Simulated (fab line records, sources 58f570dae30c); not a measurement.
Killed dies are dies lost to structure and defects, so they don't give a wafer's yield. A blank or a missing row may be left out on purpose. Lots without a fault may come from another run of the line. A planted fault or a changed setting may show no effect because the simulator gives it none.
Problem report in the 8D (eight disciplines) form, filled by code | flow berkeley_cmos170 | the parts of the form that need people (team, actions taken, sign-off) are left out

1. THE PROBLEM
run_length_s at UCB170_M1_METAL_ETCH_12 reads a mean of 149.3 s on 2 wafers of 2 lots; wafers without a fault read 158.3 s with a standard deviation of 0.48. That is -19 standard deviations from the usual mean.
The step: etches Al in Cl2/BCl3, stops on PSG, target depth 780 nm, time 130 s.
First seen on wafer L294.4, day 11 12:53, on rie_metal-03. The record holds 42 wafers of 14 lots with a number at this step. Rule for "out", or "out of limits": more than 4 standard deviations from the usual mean. The other wafers with a number count as sound.

2. WHAT IT IS AND WHAT IT IS NOT
question                    | is                           | is not
which readings at this step | run_length_s, oes_product_au | drypump_motor_current_A, throttle_valve_pct
which lots                  | L294, L297                   | L279, L280, L281, L282, L285, L286, L287, L288, L289, L291, L299, L301
which wafers of those lots  | L294.4, L297.5               | L294.2, L294.3, L297.3, L297.6
read on which tools         | rie_metal-03                 | rie_metal-01, rie_metal-04
when                        | from day 11 12:53            | up to then (32 sound wafers); but 8 sound wafers of L297, L299, L301 came after

3. SUSPECTS, AND WHAT RULES EACH OUT
Counting: a tool at a process step up to the reading stays a suspect if it ran every lot that is out. Sound lots after the first of them don't rule it out here, since some wafers of a struck lot are sound.
- rie_metal-03 at UCB170_M1_METAL_ETCH_12 (etches Al in Cl2/BCl3, stops on PSG, target depth 780 nm, time 130 s): kept. It ran every lot that is out, first L294 (day 11 12:53); its last sound lot up to then is L291 (day 11 04:40). Its own readings are out on those wafers: oes_product_au, run_length_s.
- Within rie_metal-03 at UCB170_M1_METAL_ETCH_12: the wafers that are out ran in chamber 0; their sound lot-mates ran in chamber 1.
Left after counting: rie_metal-03 at UCB170_M1_METAL_ETCH_12.

4. THE CAUSE (what the simulator had put in)
Process parameter drift: rie_metal-03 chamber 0, from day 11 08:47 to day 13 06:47, at UCB170_M1_METAL_ETCH_12. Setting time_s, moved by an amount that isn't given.
Counting left only this tool.

5. THE CHAIN OF EFFECTS, in route order
Each row: a reading whose mean over the struck wafers that have a number lies more than 3 standard deviations from the usual. Only readings for which the record gives a usual standard deviation are gone through. hours: the time from each lot's start at the first step in this table that gives one to its start at this step, as a median over the lots. sigmas: the change in usual standard deviations.
hours | step                    | reading        | usual      | on struck wafers | change | sigmas
0     | UCB170_M1_METAL_ETCH_12 | oes_product_au | 0.860 a.u. | 0.921            | +0.061 | +5.5
0     | UCB170_M1_METAL_ETCH_12 | run_length_s   | 158.3 s    | 149.3            | -9.0   | -19
The process steps in it:
- UCB170_M1_METAL_ETCH_12: etches Al in Cl2/BCl3, stops on PSG, target depth 780 nm, time 130 s.

6. WHAT WOULD HAVE CAUGHT IT SOONER
In this record the first reading out of limits was taken at day 11 12:53, 4 hours after the fault began at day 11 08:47.
